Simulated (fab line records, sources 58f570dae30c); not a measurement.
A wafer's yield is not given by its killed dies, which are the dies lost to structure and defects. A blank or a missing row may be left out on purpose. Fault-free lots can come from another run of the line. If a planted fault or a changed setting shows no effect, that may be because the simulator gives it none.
Which tool was responsible? :: flow berkeley_cmos170 :: 42 wafers from 14 lots sampled at 6 of the route's 331 steps

WHAT THE GAUGES READ, wafer by wafer
UCB170_START_BOW_MEAS_00.
lot: L976
measured: day 1 15:02
on: film_metro-03
INCOMING_BOW (um): -3 2 -2

lot: L977
measured: day 1 20:01
on: film_metro-04
INCOMING_BOW (um): 8 -5 5

lot: L979
measured: day 2 06:00
on: film_metro-02
INCOMING_BOW (um): -9 -13 -1

lot: L980
measured: day 2 11:00
on: film_metro-03
INCOMING_BOW (um): -1 -2 -6

lot: L981
measured: day 2 16:01
on: film_metro-02
INCOMING_BOW (um): 2 -9 -2

lot: L982
measured: day 2 21:00
on: film_metro-04
INCOMING_BOW (um): 0 -2 -6

lot: L991
measured: day 4 18:01
on: film_metro-02
INCOMING_BOW (um): 3 -7 6

lot: L992
measured: day 4 23:00
on: film_metro-04
INCOMING_BOW (um): 1 8 3

lot: L993
measured: day 5 04:02
on: film_metro-02
INCOMING_BOW (um): -14 0 11

lot: L994
measured: day 5 09:01
on: film_metro-03
INCOMING_BOW (um): -5 7 -5

lot: L995
measured: day 5 14:00
on: film_metro-04
INCOMING_BOW (um): -6 -15 5

lot: L996
measured: day 5 19:00
on: film_metro-04
INCOMING_BOW (um): -19 -1 5

lot: L997
measured: day 6 00:02
on: film_metro-03
INCOMING_BOW (um): 17 -7 -7

lot: L998
measured: day 6 05:04
on: film_metro-04
INCOMING_BOW (um): 1 -5 -4

UCB170_NWELL_THK_MEAS_05.
lot: L976
measured: day 2 10:20
on: film_metro-01
NWELL_NITRIDE_THK (nm): 225.2 226.3 226.5

lot: L977
measured: day 2 14:22
on: film_metro-03
NWELL_NITRIDE_THK (nm): 222.5 224.0 224.5

lot: L979
measured: day 2 23:19
on: film_metro-01
NWELL_NITRIDE_THK (nm): 224.8 221.7 222.7

lot: L980
measured: day 3 00:31
on: film_metro-01
NWELL_NITRIDE_THK (nm): 221.5 222.0 219.5

lot: L981
measured: day 3 11:44
on: film_metro-02
NWELL_NITRIDE_THK (nm): 222.3 222.6 222.5

lot: L982
measured: day 3 13:44
on: film_metro-01
NWELL_NITRIDE_THK (nm): 226.7 224.8 227.6

lot: L991
measured: day 5 15:25
on: film_metro-01
NWELL_NITRIDE_THK (nm): 224.3 221.2 221.3

lot: L992
measured: day 5 15:25
on: film_metro-02
NWELL_NITRIDE_THK (nm): 225.2 225.5 225.9

lot: L993
measured: day 5 22:16
on: film_metro-01
NWELL_NITRIDE_THK (nm): 221.5 221.3 221.0

lot: L994
measured: day 6 05:22
on: film_metro-02
NWELL_NITRIDE_THK (nm): 222.4 221.7 224.0

lot: L995
measured: day 6 09:52
on: film_metro-01
NWELL_NITRIDE_THK (nm): 223.8 224.7 223.1

lot: L996
measured: day 6 15:41
on: film_metro-02
NWELL_NITRIDE_THK (nm): 222.7 223.1 222.1

lot: L997
measured: day 6 17:53
on: film_metro-03
NWELL_NITRIDE_THK (nm): 222.0 222.3 223.0

lot: L998
measured: day 7 02:20
on: film_metro-02
NWELL_NITRIDE_THK (nm): 223.8 223.2 224.3

UCB170_ACTIVE_CD_MEAS_90: the cd target is 1200 nm.
lot: L976
measured: day 4 13:55
on: cd_sem-02
cd_nm (nm): 1200.3 1200.6 1200.3

lot: L977
measured: day 4 13:52
on: cd_sem-01
cd_nm (nm): 1202.9 1201.4 1201.2

lot: L979
measured: day 4 19:02
on: cd_sem-01
cd_nm (nm): 1197.9 1198.0 1198.5

lot: L980
measured: day 4 19:17
on: cd_sem-01
cd_nm (nm): 1198.9 1199.1 1200.1

lot: L981
measured: day 5 08:40
on: cd_sem-02
cd_nm (nm): - - -

lot: L982
measured: day 5 08:28
on: cd_sem-02
cd_nm (nm): - - -

lot: L991
measured: day 8 01:40
on: cd_sem-02
cd_nm (nm): 1200.1 1199.8 1200.4

lot: L992
measured: day 7 19:05
on: cd_sem-01
cd_nm (nm): 1199.7 1199.5 1200.2

lot: L993
measured: day 8 01:55
on: cd_sem-02
cd_nm (nm): 1200.2 1200.4 1201.6

lot: L994
measured: day 8 11:16
on: cd_sem-02
cd_nm (nm): 1200.2 1201.4 1200.3

lot: L995
measured: day 8 16:43
on: cd_sem-02
cd_nm (nm): 1200.5 1200.0 1201.3

lot: L996
measured: day 8 23:13
on: cd_sem-02
cd_nm (nm): 1199.0 1200.2 1200.7

lot: L997
measured: day 8 23:30
on: cd_sem-01
cd_nm (nm): 1198.7 1199.1 1199.8

lot: L998
measured: day 9 13:16
on: cd_sem-01
cd_nm (nm): 1200.4 1199.4 1200.0

UCB170_FIELD_THK_MEAS_91.
lot: L976
measured: day 5 22:11
on: film_metro-04
FIELD_OXIDE_LEFT_2_THK (nm): 369 369 372

lot: L977
measured: day 5 22:10
on: film_metro-01
FIELD_OXIDE_LEFT_2_THK (nm): 352 352 363

lot: L979
measured: day 6 00:25
on: film_metro-04
FIELD_OXIDE_LEFT_2_THK (nm): 355 362 357

lot: L980
measured: day 6 00:40
on: film_metro-01
FIELD_OXIDE_LEFT_2_THK (nm): 368 366 369

lot: L991
measured: day 9 13:04
on: film_metro-03
FIELD_OXIDE_LEFT_2_THK (nm): 369 358 365

lot: L992
measured: day 9 12:59
on: film_metro-01
FIELD_OXIDE_LEFT_2_THK (nm): 356 353 360

lot: L993
measured: day 9 13:18
on: film_metro-03
FIELD_OXIDE_LEFT_2_THK (nm): 368 366 352

lot: L994
measured: day 10 00:07
on: film_metro-04
FIELD_OXIDE_LEFT_2_THK (nm): 351 351 346

lot: L995
measured: day 9 23:47
on: film_metro-03
FIELD_OXIDE_LEFT_2_THK (nm): 356 360 363

lot: L996
measured: day 10 09:36
on: film_metro-01
FIELD_OXIDE_LEFT_2_THK (nm): 357 352 362

lot: L997
measured: day 10 09:53
on: film_metro-01
FIELD_OXIDE_LEFT_2_THK (nm): 369 364 357

lot: L998
measured: day 11 05:06
on: film_metro-01
FIELD_OXIDE_LEFT_2_THK (nm): 358 370 359

WHICH TOOL RAN EACH LOT (tool, then ch and the chambers of the sampled wafers, then the start)
lot: L976
UCB170_ACTIVE_ETCH_15: rie_diel-01 ch 1,2,3, day 4 13:38
UCB170_ACTIVE_STRIP_16: plasma_asher-03 ch 0,1, day 4 13:47

lot: L977
UCB170_ACTIVE_ETCH_15: rie_diel-04 ch 1,2, day 4 13:32
UCB170_ACTIVE_STRIP_16: plasma_asher-02 ch 0,1, day 4 13:38

lot: L979
UCB170_ACTIVE_ETCH_15: rie_diel-04 ch 1,3, day 4 18:50
UCB170_ACTIVE_STRIP_16: plasma_asher-02 ch 0, day 4 18:56

lot: L980
UCB170_ACTIVE_ETCH_15: rie_diel-01 ch 0,3, day 4 19:05
UCB170_ACTIVE_STRIP_16: plasma_asher-03 ch 0,1, day 4 19:11

lot: L981
UCB170_ACTIVE_ETCH_15: rie_diel-03 ch 1,2,3, day 5 08:26
UCB170_ACTIVE_STRIP_16: plasma_asher-02 ch 0,1, day 5 08:32

lot: L982
UCB170_ACTIVE_ETCH_15: rie_diel-01 ch 2,3, day 5 08:16
UCB170_ACTIVE_STRIP_16: plasma_asher-01 ch 0,1, day 5 08:22

lot: L991
UCB170_ACTIVE_ETCH_15: rie_diel-04 ch 0,1,2, day 8 01:17
UCB170_ACTIVE_STRIP_16: plasma_asher-01 ch 0,1, day 8 01:23

lot: L992
UCB170_ACTIVE_ETCH_15: rie_diel-03 ch 0,1,2, day 7 18:53
UCB170_ACTIVE_STRIP_16: plasma_asher-02 ch 0,1, day 7 18:59

lot: L993
UCB170_ACTIVE_ETCH_15: rie_diel-03 ch 0,3, day 8 01:34
UCB170_ACTIVE_STRIP_16: plasma_asher-03 ch 0,1, day 8 01:41

lot: L994
UCB170_ACTIVE_ETCH_15: rie_diel-01 ch 0,2,3, day 8 11:03
UCB170_ACTIVE_STRIP_16: plasma_asher-01 ch 1, day 8 11:09

lot: L995
UCB170_ACTIVE_ETCH_15: rie_diel-01 ch 0,1,2, day 8 16:31
UCB170_ACTIVE_STRIP_16: plasma_asher-03 ch 0,1, day 8 16:37

lot: L996
UCB170_ACTIVE_ETCH_15: rie_diel-03 ch 0,1, day 8 22:59
UCB170_ACTIVE_STRIP_16: plasma_asher-02 ch 0,1, day 8 23:05

lot: L997
UCB170_ACTIVE_ETCH_15: rie_diel-04 ch 0,2,3, day 8 23:15
UCB170_ACTIVE_STRIP_16: plasma_asher-01 ch 0,1, day 8 23:23

lot: L998
UCB170_ACTIVE_ETCH_15: rie_diel-04 ch 0,1,3, day 9 13:00
UCB170_ACTIVE_STRIP_16: plasma_asher-01 ch 0,1, day 9 13:08
- UCB170_ACTIVE_ETCH_15: etches Si3N4 in CH3F/Ar/O2, stops on SiO2, target depth 242 nm, time 151 s.
- UCB170_ACTIVE_STRIP_16: strips in O2.

AS READ BY THE TOOLS THEMSELVES (means over the sampled wafers that have a number; for cases with no such wafer, the mark the record gives instead)
UCB170_ACTIVE_ETCH_15.
lot: L976
tool: rie_diel-01
CH3F_flow_sccm (sccm): 19.93
O2_flow_sccm (sccm): 6.995
drypump_motor_current_A (A): 5.3
oes_product_au (a.u.): 0.947
throttle_valve_pct (%): 8.04

lot: L977
tool: rie_diel-04
CH3F_flow_sccm (sccm): 20.06
O2_flow_sccm (sccm): 7.028
drypump_motor_current_A (A): 6.3
oes_product_au (a.u.): 0.945
throttle_valve_pct (%): 7.86

lot: L979
tool: rie_diel-04
CH3F_flow_sccm (sccm): 20.00
O2_flow_sccm (sccm): 7.007
drypump_motor_current_A (A): 5.8
oes_product_au (a.u.): 0.934
throttle_valve_pct (%): 8.06

lot: L980
tool: rie_diel-01
CH3F_flow_sccm (sccm): 20.01
O2_flow_sccm (sccm): 7.019
drypump_motor_current_A (A): 5.6
oes_product_au (a.u.): 0.942
throttle_valve_pct (%): 7.94

lot: L981
tool: rie_diel-03
CH3F_flow_sccm (sccm): -
O2_flow_sccm (sccm): -
drypump_motor_current_A (A): -
oes_product_au (a.u.): -
throttle_valve_pct (%): -

lot: L982
tool: rie_diel-01
CH3F_flow_sccm (sccm): -
O2_flow_sccm (sccm): -
drypump_motor_current_A (A): -
oes_product_au (a.u.): -
throttle_valve_pct (%): -

lot: L991
tool: rie_diel-04
CH3F_flow_sccm (sccm): 19.98
O2_flow_sccm (sccm): 6.998
drypump_motor_current_A (A): 6.2
oes_product_au (a.u.): 0.944
throttle_valve_pct (%): 7.93

lot: L992
tool: rie_diel-03
CH3F_flow_sccm (sccm): 19.98
O2_flow_sccm (sccm): 6.977
drypump_motor_current_A (A): 5.5
oes_product_au (a.u.): 0.938
throttle_valve_pct (%): 7.92

lot: L993
tool: rie_diel-03
CH3F_flow_sccm (sccm): 20.03
O2_flow_sccm (sccm): 6.999
drypump_motor_current_A (A): 5.2
oes_product_au (a.u.): 0.926
throttle_valve_pct (%): 7.91

lot: L994
tool: rie_diel-01
CH3F_flow_sccm (sccm): 19.88
O2_flow_sccm (sccm): 7.014
drypump_motor_current_A (A): 5.8
oes_product_au (a.u.): 0.942
throttle_valve_pct (%): 8.05

lot: L995
tool: rie_diel-01
CH3F_flow_sccm (sccm): 20.01
O2_flow_sccm (sccm): 7.013
drypump_motor_current_A (A): 5.7
oes_product_au (a.u.): 0.944
throttle_valve_pct (%): 8.20

lot: L996
tool: rie_diel-03
CH3F_flow_sccm (sccm): 20.07
O2_flow_sccm (sccm): 7.000
drypump_motor_current_A (A): 5.2
oes_product_au (a.u.): 0.929
throttle_valve_pct (%): 7.94

lot: L997
tool: rie_diel-04
CH3F_flow_sccm (sccm): 19.90
O2_flow_sccm (sccm): 7.004
drypump_motor_current_A (A): 5.9
oes_product_au (a.u.): 0.947
throttle_valve_pct (%): 8.03

lot: L998
tool: rie_diel-04
CH3F_flow_sccm (sccm): 19.98
O2_flow_sccm (sccm): 6.997
drypump_motor_current_A (A): 6.0
oes_product_au (a.u.): 0.934
throttle_valve_pct (%): 8.03

UCB170_ACTIVE_STRIP_16.
lot: L976
tool: plasma_asher-03
drypump_motor_current_A (A): 6.0
o2_flow_sccm (sccm): 400.8
oes_product_au (a.u.): 0.724
strip_time_to_endpoint_s (s): 18.06

lot: L977
tool: plasma_asher-02
drypump_motor_current_A (A): 5.7
o2_flow_sccm (sccm): 398.6
oes_product_au (a.u.): 0.721
strip_time_to_endpoint_s (s): 18.14

lot: L979
tool: plasma_asher-02
drypump_motor_current_A (A): 5.3
o2_flow_sccm (sccm): 398.1
oes_product_au (a.u.): 0.722
strip_time_to_endpoint_s (s): 18.29

lot: L980
tool: plasma_asher-03
drypump_motor_current_A (A): 6.0
o2_flow_sccm (sccm): 400.5
oes_product_au (a.u.): 0.719
strip_time_to_endpoint_s (s): 18.12

lot: L981
tool: plasma_asher-02
drypump_motor_current_A (A): 5.7
o2_flow_sccm (sccm): 399.1
oes_product_au (a.u.): 0.736
strip_time_to_endpoint_s (s): 21.71

lot: L982
tool: plasma_asher-01
drypump_motor_current_A (A): 5.0
o2_flow_sccm (sccm): 400.9
oes_product_au (a.u.): 0.734
strip_time_to_endpoint_s (s): 21.64

lot: L991
tool: plasma_asher-01
drypump_motor_current_A (A): 4.9
o2_flow_sccm (sccm): 400.8
oes_product_au (a.u.): 0.722
strip_time_to_endpoint_s (s): 18.17

lot: L992
tool: plasma_asher-02
drypump_motor_current_A (A): 5.7
o2_flow_sccm (sccm): 400.6
oes_product_au (a.u.): 0.725
strip_time_to_endpoint_s (s): 18.14

lot: L993
tool: plasma_asher-03
drypump_motor_current_A (A): 6.0
o2_flow_sccm (sccm): 399.7
oes_product_au (a.u.): 0.720
strip_time_to_endpoint_s (s): 18.13

lot: L994
tool: plasma_asher-01
drypump_motor_current_A (A): 4.9
o2_flow_sccm (sccm): 400.2
oes_product_au (a.u.): 0.722
strip_time_to_endpoint_s (s): 18.10

lot: L995
tool: plasma_asher-03
drypump_motor_current_A (A): 5.8
o2_flow_sccm (sccm): 400.6
oes_product_au (a.u.): 0.717
strip_time_to_endpoint_s (s): 17.99

lot: L996
tool: plasma_asher-02
drypump_motor_current_A (A): 6.1
o2_flow_sccm (sccm): 399.0
oes_product_au (a.u.): 0.719
strip_time_to_endpoint_s (s): 18.09

lot: L997
tool: plasma_asher-01
drypump_motor_current_A (A): 5.0
o2_flow_sccm (sccm): 401.4
oes_product_au (a.u.): 0.722
strip_time_to_endpoint_s (s): 18.28

lot: L998
tool: plasma_asher-01
drypump_motor_current_A (A): 5.0
o2_flow_sccm (sccm): 399.5
oes_product_au (a.u.): 0.722
strip_time_to_endpoint_s (s): 18.08

THE ANSWER, worked out from the rows above alone
Rule: what is usual is taken from the lots themselves. The widest of any qualifying gaps counts: lots, ordered by their means at a reading, are off when they make up no more than a third of the lots, leave a main group of 4 or more, and stand apart from it by 3 or more times the standard deviation of that group's means. A main group is skipped when, at the precision printed for the reading in the tables above, its means are all equal. Also off: a lot with no number at a reading for which 4 or more lots have one. The other lots that the step has rows for count as sound. After the gauges, taken in route order, come the tools' own readings; for these a lot's mean is taken, as printed above. The first step at which some lot is off is used, and at that step the reading that is off furthest; a lot without a number counts as furthest.
Off at UCB170_ACTIVE_CD_MEAS_90 (cd_nm): L981, L982. Without a number there: L981, L982. Mean 1200.1 nm and standard deviation 0.88 in the main group.
If a tool, at a process step before that reading, ran all the lots that are off and no sound lot after the first of them, it fits. The gauges at UCB170_ACTIVE_CD_MEAS_90 aren't tried: what is off there is off at UCB170_ACTIVE_ETCH_15 too, on other tools, and a gauge's error can't cause that. None of those tried fits.

WHAT WAS PUT IN BY THE SIMULATOR
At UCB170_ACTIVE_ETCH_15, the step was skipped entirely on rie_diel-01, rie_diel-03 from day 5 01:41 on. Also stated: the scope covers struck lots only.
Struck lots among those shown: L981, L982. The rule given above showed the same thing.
